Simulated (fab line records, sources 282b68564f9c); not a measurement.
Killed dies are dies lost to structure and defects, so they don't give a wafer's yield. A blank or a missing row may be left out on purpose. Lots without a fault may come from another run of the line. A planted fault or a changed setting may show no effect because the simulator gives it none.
Tool commonality check | flow rit_cmos | 15 lots, 45 wafers sampled

WHY IT WAS OPENED
At RIT_PSD_TW_MEAS_10 the reading PSD_TW is flagged on 3 of 15 lots. Wafers without a fault read 3445, standard deviation 18.
Rule: a lot is flagged when every wafer of it that has a number lies more than 4 standard deviations from that mean, or none has a number. The other lots count as sound.

lot  | measured    | on            | PSD_TW, wafer by wafer | flag
L527 | day 3 05:25 | film_metro-01 | 3444 3422 3430         |
L528 | day 3 07:31 | film_metro-02 | 3438 3446 3451         |
L529 | day 3 12:47 | film_metro-01 | 3438 3434 3440         |
L530 | day 3 18:16 | film_metro-01 | 3451 3422 3441         |
L531 | day 3 22:00 | film_metro-04 | 3458 3476 3471         |
L533 | day 4 09:51 | film_metro-04 | 3472 3468 3465         |
L534 | day 4 16:34 | film_metro-04 | 3435 3448 3444         |
L536 | day 4 22:24 | film_metro-01 | 3409 3428 3444         |
L539 | day 5 17:27 | film_metro-04 | 3635 3624 3614         | FLAGGED
L540 | day 5 19:37 | film_metro-01 | 3564 3551 3558         | FLAGGED
L541 | day 6 00:06 | film_metro-02 | 3583 3589 3606         | FLAGGED
L545 | day 7 02:52 | film_metro-04 | 3424 3428 3435         |
L547 | day 8 02:54 | film_metro-01 | 3422 3441 3427         |
L548 | day 8 13:27 | film_metro-04 | 3439 3451 3465         |
L550 | day 9 00:12 | film_metro-02 | 3442 3454 3443         |
The numbers of the flagged lots are 3592 on average: +147 against the usual, or +8 standard deviations.

WHICH TOOL RAN EACH LOT
The record holds 2 process steps before the reading, out of a route of 202 steps. In each cell: the tool, then ch and the chambers that the sampled wafers went through, then the start.
lot  | flag    | RIT_PLDD_STRIP_09                   | RIT_PSD_IMPLANT_08
L527 |         | plasma_asher-04 ch 0,1, day 2 23:29 | implanter-02 ch 0, day 3 05:08
L528 |         | plasma_asher-04 ch 0,1, day 3 01:44 | implanter-04 ch 0, day 3 07:12
L529 |         | plasma_asher-04 ch 0,1, day 3 07:04 | implanter-04 ch 0, day 3 12:29
L530 |         | plasma_asher-02 ch 0,1, day 3 12:11 | implanter-04 ch 0, day 3 17:58
L531 |         | plasma_asher-04 ch 0,1, day 3 15:57 | implanter-01 ch 0, day 3 21:40
L533 |         | plasma_asher-03 ch 0,1, day 4 04:13 | implanter-01 ch 0, day 4 09:33
L534 |         | plasma_asher-02 ch 0,1, day 4 10:53 | implanter-02 ch 0, day 4 16:15
L536 |         | plasma_asher-03 ch 0,1, day 4 16:49 | implanter-04 ch 0, day 4 22:07
L539 | FLAGGED | plasma_asher-02 ch 0,1, day 5 10:50 | implanter-04 ch 0, day 5 17:09
L540 | FLAGGED | plasma_asher-03 ch 0,1, day 5 13:47 | implanter-04 ch 0, day 5 19:20
L541 | FLAGGED | plasma_asher-03 ch 0,1, day 5 18:31 | implanter-04 ch 0, day 5 23:48
L545 |         | plasma_asher-02 ch 0,1, day 6 21:08 | implanter-02 ch 0, day 7 02:35
L547 |         | plasma_asher-03 ch 0,1, day 7 21:22 | implanter-02 ch 0, day 8 02:35
L548 |         | plasma_asher-04 ch 0,1, day 8 06:56 | implanter-01 ch 0, day 8 13:07
L550 |         | plasma_asher-03 ch 0,1, day 8 17:49 | implanter-02 ch 0, day 8 23:53
What these steps do:
- RIT_PLDD_STRIP_09: strips in O2, time 180 s.
- RIT_PSD_IMPLANT_08
- RIT_PSD_TW_MEAS_10

FLAGGED OVER TOTAL, TOOL BY TOOL (the gauges that took the reading come last)
step               | tool            | lots run | flagged | share of the flagged lots | sound lots run after its first flagged lot
RIT_PLDD_STRIP_09  | plasma_asher-02 | 4        | 1       | some                      | 1 (L545)
RIT_PLDD_STRIP_09  | plasma_asher-03 | 6        | 2       | some                      | 2 (L547,L550)
RIT_PLDD_STRIP_09  | plasma_asher-04 | 5        | 0       | none                      | -
RIT_PSD_IMPLANT_08 | implanter-01    | 3        | 0       | none                      | -
RIT_PSD_IMPLANT_08 | implanter-02    | 5        | 0       | none                      | -
RIT_PSD_IMPLANT_08 | implanter-04    | 7        | 3       | all                       | 0
RIT_PSD_TW_MEAS_10 | film_metro-01   | 6        | 1       | some                      | 1 (L547)
RIT_PSD_TW_MEAS_10 | film_metro-02   | 3        | 1       | some                      | 1 (L550)
RIT_PSD_TW_MEAS_10 | film_metro-04   | 6        | 1       | some                      | 2 (L545,L548)

WHAT THE TABLE ALLOWS
1 row of the table ran every flagged lot: implanter-04 at RIT_PSD_IMPLANT_08.
- implanter-04 at RIT_PSD_IMPLANT_08: 3 of its 7 lots flagged. Its last sound lot is L536 (day 4 22:07), its first flagged lot L539 (day 5 17:09): a fault that began between those two fits. Its own readings lie more than 4 standard deviations out on every wafer of the flagged lots: beam_on_s, dose_ions_cm2.
One tool is left: implanter-04 at RIT_PSD_IMPLANT_08.

WHAT THE SIMULATOR HAD PUT IN
Process parameter drift: implanter-04, from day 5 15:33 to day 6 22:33, at RIT_PSD_IMPLANT_08. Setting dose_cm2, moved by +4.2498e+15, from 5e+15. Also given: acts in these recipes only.
Lots struck among those shown: L539, L540, L541. The rule above found the same.
